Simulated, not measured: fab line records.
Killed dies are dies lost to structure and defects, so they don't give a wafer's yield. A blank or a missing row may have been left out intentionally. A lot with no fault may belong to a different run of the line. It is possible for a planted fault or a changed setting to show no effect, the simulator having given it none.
Split-lot experiment :: flow berkeley-cmos170 :: route with 331 steps; 5 lots, 23 wafers read

## THE SPLIT
At UCB170_PWELL_OXIDATION_02 (target thk 26.4 nm, ox time 1260 s), the setting ox-time-s was moved away from the recipe's 1260 s on 15 of the 23 wafers read, by -14.4% to +12.8%. For the rest of the wafers, this setting stayed at what the recipe calls for.

The file shows no step between the split and the reading.

## THE READING
PWELL_OXIDE_THK in nanometres, read at UCB170_PWELL_THK_MEAS_03. On this fab line, fault-free wafers typically give 26.6 nm with a standard deviation of 0.38 nm.

wafer: L075.1
tool, chamber at the split: -, -
ox-time-s as run, s: 1421
against the recipe: +12.8%
PWELL_OXIDE_THK, nm: 28.4
against lot-mates on the recipe: no lot-mate on the recipe

wafer: L075.2
tool, chamber at the split: -, -
ox-time-s as run, s: 1421
against the recipe: +12.8%
PWELL_OXIDE_THK, nm: 28.7
against lot-mates on the recipe: no lot-mate on the recipe

wafer: L075.3
tool, chamber at the split: -, -
ox-time-s as run, s: 1421
against the recipe: +12.8%
PWELL_OXIDE_THK, nm: 28.0
against lot-mates on the recipe: no lot-mate on the recipe

wafer: L075.5
tool, chamber at the split: -, -
ox-time-s as run, s: 1421
against the recipe: +12.8%
PWELL_OXIDE_THK, nm: 28.5
against lot-mates on the recipe: no lot-mate on the recipe

wafer: L075.6
tool, chamber at the split: -, -
ox-time-s as run, s: 1421
against the recipe: +12.8%
PWELL_OXIDE_THK, nm: 28.5
against lot-mates on the recipe: no lot-mate on the recipe

wafer: L080.1
tool, chamber at the split: -, -
ox-time-s as run, s: 1079
against the recipe: -14.4%
PWELL_OXIDE_THK, nm: 23.7
against lot-mates on the recipe: no lot-mate on the recipe

wafer: L080.2
tool, chamber at the split: -, -
ox-time-s as run, s: 1079
against the recipe: -14.4%
PWELL_OXIDE_THK, nm: 23.7
against lot-mates on the recipe: no lot-mate on the recipe

wafer: L080.3
tool, chamber at the split: -, -
ox-time-s as run, s: 1079
against the recipe: -14.4%
PWELL_OXIDE_THK, nm: 23.9
against lot-mates on the recipe: no lot-mate on the recipe

wafer: L080.5
tool, chamber at the split: -, -
ox-time-s as run, s: 1079
against the recipe: -14.4%
PWELL_OXIDE_THK, nm: 24.1
against lot-mates on the recipe: no lot-mate on the recipe

wafer: L080.6
tool, chamber at the split: -, -
ox-time-s as run, s: 1079
against the recipe: -14.4%
PWELL_OXIDE_THK, nm: 23.8
against lot-mates on the recipe: no lot-mate on the recipe

wafer: L077.2
tool, chamber at the split: -, -
ox-time-s as run, s: 1103
against the recipe: -12.5%
PWELL_OXIDE_THK, nm: 24.9
against lot-mates on the recipe: no lot-mate on the recipe

wafer: L077.3
tool, chamber at the split: -, -
ox-time-s as run, s: 1103
against the recipe: -12.5%
PWELL_OXIDE_THK, nm: 24.7
against lot-mates on the recipe: no lot-mate on the recipe

wafer: L077.4
tool, chamber at the split: -, -
ox-time-s as run, s: 1103
against the recipe: -12.5%
PWELL_OXIDE_THK, nm: 24.7
against lot-mates on the recipe: no lot-mate on the recipe

wafer: L077.5
tool, chamber at the split: -, -
ox-time-s as run, s: 1103
against the recipe: -12.5%
PWELL_OXIDE_THK, nm: 24.9
against lot-mates on the recipe: no lot-mate on the recipe

wafer: L077.6
tool, chamber at the split: -, -
ox-time-s as run, s: 1103
against the recipe: -12.5%
PWELL_OXIDE_THK, nm: 24.6
against lot-mates on the recipe: no lot-mate on the recipe

wafer: L083.1
tool, chamber at the split: furnace-04, 0
ox-time-s as run, s: 1260
against the recipe: recipe
PWELL_OXIDE_THK, nm: 27.0
against lot-mates on the recipe: -

wafer: L083.3
tool, chamber at the split: furnace-04, 0
ox-time-s as run, s: 1260
against the recipe: recipe
PWELL_OXIDE_THK, nm: 27.4
against lot-mates on the recipe: -

wafer: L083.4
tool, chamber at the split: furnace-04, 0
ox-time-s as run, s: 1260
against the recipe: recipe
PWELL_OXIDE_THK, nm: 26.8
against lot-mates on the recipe: -

wafer: L085.2
tool, chamber at the split: -, -
ox-time-s as run, s: 1260
against the recipe: recipe
PWELL_OXIDE_THK, nm: 27.2
against lot-mates on the recipe: -

wafer: L085.3
tool, chamber at the split: -, -
ox-time-s as run, s: 1260
against the recipe: recipe
PWELL_OXIDE_THK, nm: 27.0
against lot-mates on the recipe: -

wafer: L085.4
tool, chamber at the split: -, -
ox-time-s as run, s: 1260
against the recipe: recipe
PWELL_OXIDE_THK, nm: 27.0
against lot-mates on the recipe: -

wafer: L085.5
tool, chamber at the split: -, -
ox-time-s as run, s: 1260
against the recipe: recipe
PWELL_OXIDE_THK, nm: 27.7
against lot-mates on the recipe: -

wafer: L085.6
tool, chamber at the split: -, -
ox-time-s as run, s: 1260
against the recipe: recipe
PWELL_OXIDE_THK, nm: 27.3
against lot-mates on the recipe: -

FIT RESULTS
A straight line over all 23 wafers: PWELL_OXIDE_THK changes by +0.166 nm for each +1% of ox-time-s; r = +0.97; the points scatter about the line by 0.48 nm.
Too few moved wafers with a lot-mate on the recipe to fit a line net of each lot's own level.

## THE WHOLE CHAIN: every reading that the file lists as answering this split, in the file's order
step: UCB170_PWELL_OXIDATION_02
what it does: target thk 26.4 nm, ox time 1260 s
reading: SiO2_of_PWELL_OXIDATION_02.thk-nm (the simulator's own value, which no gauge read)
change (the file's fit): +0.166 nm for each +1% of the setting
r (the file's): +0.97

step: UCB170_PWELL_THK_MEAS_03
what it does: 
reading: PWELL_OXIDE_THK
change (the file's fit): +0.166 for each +1% of the setting
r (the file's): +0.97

## THE FILE'S OWN FIT
PWELL_OXIDE_THK changes by +0.166 nm for each +1% of ox-time-s, r = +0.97.
